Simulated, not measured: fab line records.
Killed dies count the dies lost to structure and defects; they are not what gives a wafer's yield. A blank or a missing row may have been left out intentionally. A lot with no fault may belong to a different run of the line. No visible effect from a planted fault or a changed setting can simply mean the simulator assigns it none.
Which tool was responsible? | flow berkeley_cmos170 | 6 lots with 18 wafers sampled at 3 steps, on a route of 331 steps

## WHAT EACH GAUGE READ, for each wafer
UCB170_PWELL_OVL_MEAS_13.
lot  | measured    | on         | PWELL_OVL (nm)
L420 | day 4 07:20 | overlay-01 | 8 6 13
L422 | day 4 12:05 | overlay-02 | 2 2 3
L424 | day 4 13:56 | overlay-01 | -4 -2 1
L426 | day 4 23:31 | overlay-01 | -9 -7 -7
L434 | day 6 10:58 | overlay-02 | 5 1 0
L439 | day 7 08:19 | overlay-01 | 5 5 6

## WHAT TOOL EACH LOT RAN ON (gives the tool, then ch and the chambers of the sampled wafers, and finally the start)
lot  | UCB170_NWELL_ETCH_13              | UCB170_NWELL_STRIP_15
L420 | rie_diel-02 ch 0,2,3, day 3 05:40 | plasma_asher-03 ch 0,1, day 3 05:55
L422 | rie_diel-03 ch 0,2,3, day 3 11:29 | plasma_asher-03 ch 0,1, day 3 11:44
L424 | rie_diel-01 ch 0,1, day 3 20:16   | plasma_asher-01 ch 0, day 3 20:31
L426 | rie_diel-03 ch 1,2,3, day 4 03:58 | plasma_asher-01 ch 0,1, day 4 04:13
L434 | rie_diel-02 ch 0,1,3, day 5 15:59 | plasma_asher-01 ch 0,1, day 5 16:14
L439 | rie_diel-03 ch 0,1,3, day 6 15:55 | plasma_asher-03 ch 0,1, day 6 16:11
- UCB170_NWELL_ETCH_13: etches Si3N4 in CH3F/Ar/O2, stops on SiO2, target depth 246.4 nm, time 154 s.
- UCB170_NWELL_STRIP_15: strips in O2.

## THE ANSWER, worked out from the rows above alone
Rule: what is usual is taken from the lots themselves. The widest of any qualifying gaps counts: lots, ordered by their means at a reading, are off when they make up no more than a third of the lots, leave a main group of 4 or more, and stand apart from it by 3 or more times the standard deviation of that group's means. A main group whose means are all the same, to the digits that the tables above print for the reading, isn't used. A lot without any number at a reading at which 4 lots or more have one is off too. All remaining lots with rows at the step are treated as sound.
No lot is off on any of the readings shown, so nothing can be concluded from this.

## WHAT WAS PUT IN BY THE SIMULATOR
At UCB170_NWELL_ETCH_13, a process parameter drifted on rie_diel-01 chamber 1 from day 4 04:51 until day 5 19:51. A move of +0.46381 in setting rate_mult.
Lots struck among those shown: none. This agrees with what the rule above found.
